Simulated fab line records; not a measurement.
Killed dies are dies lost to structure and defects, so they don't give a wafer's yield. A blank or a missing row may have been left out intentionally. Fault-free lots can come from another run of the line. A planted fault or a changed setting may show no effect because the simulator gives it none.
8D (eight disciplines) problem report, filled in by code -- flow rit-cmos -- the parts of the form that need people (team, actions taken, sign-off) are left out

## 1. WHAT WENT WRONG
run-length-s at RIT_SPACER_ETCHBACK_05 reads a mean of 172.0 s on 6 wafers of 2 lots; wafers without a fault read 268.2 s with a standard deviation of 0.44. That is -99 or more standard deviations from the usual mean.
The step: etches Si3N4 in SF6/CHF3, stops on SiO2, target depth 250 nm, time 240 s.
First seen on wafer L296.1, day 6 01:55, on rie-diel-02. The record has a number at this step for 42 wafers belonging to 14 lots. Rule for "out" (also "out of limits"): further than 4 standard deviations from the usual mean. All remaining wafers that have a number are taken as sound.

## 2. WHAT IT IS, WHAT IT ISN'T
question,is,is not
which readings at this step,"run-length-s, oes-product-au","SF6_flow_sccm, drypump-motor-current-A, throttle-valve-pct"
which lots,"L296, L297","L281, L282, L283, L284, L286, L287, L288, L290, L292, L299, L302, L303"
which wafers of those lots,all that have a number,-
read on which tools,rie-diel-02,"rie-diel-03, rie-diel-04"
when,from day 6 01:55,"up to then (27 sound wafers); but 9 sound wafers of L299, L302, L303 came after"

## 3. WHAT RULES OUT EACH SUSPECT
Counting: a tool at any process step up to the reading remains a suspect when it ran all the lots that are out and ran no sound lot after the first of those.
- rie-diel-02 at RIT_SPACER_ETCHBACK_05 (etches Si3N4 in SF6/CHF3, stops on SiO2, target depth 250 nm, time 240 s): kept. It ran every lot that is out, first L296 (day 6 01:55), and no sound lot after that; its last sound lot up to then is L287 (day 4 03:55). Out on those wafers are its own readings of oes-product-au, run-length-s.
After counting, what remains is rie-diel-02 at RIT_SPACER_ETCHBACK_05.

## 4. THE CAUSE (what the simulator had put in)
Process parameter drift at RIT_SPACER_ETCHBACK_05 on rie-diel-02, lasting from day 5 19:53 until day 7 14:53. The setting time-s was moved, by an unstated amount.
Counting left only this tool.

## 5. THE CHAIN OF EFFECTS, in route order
One row per reading whose mean, taken over the struck wafers that have a number, lies over 3 standard deviations from the usual. Readings are gone through only where the record gives a usual standard deviation; hours: the median, over the lots, of the time from a lot's start at the first step in this table giving one to that lot's start at this step; sigmas: the change measured in usual standard deviations.
hours,step,reading,usual,on struck wafers,change,sigmas
0,RIT_SPACER_ETCHBACK_05,oes-product-au,0.842 a.u.,0.978,+0.136,+7.6
0,RIT_SPACER_ETCHBACK_05,run-length-s,268.2 s,172.0,-96.2,-99 or more
It contains these process steps:
- RIT_SPACER_ETCHBACK_05: etches Si3N4 in SF6/CHF3, stops on SiO2, target depth 250 nm, time 240 s.

## 6. WHAT WOULD HAVE CAUGHT IT SOONER
First out-of-limits reading in this record: day 6 01:55, which is 6 hours after fault onset at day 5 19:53.
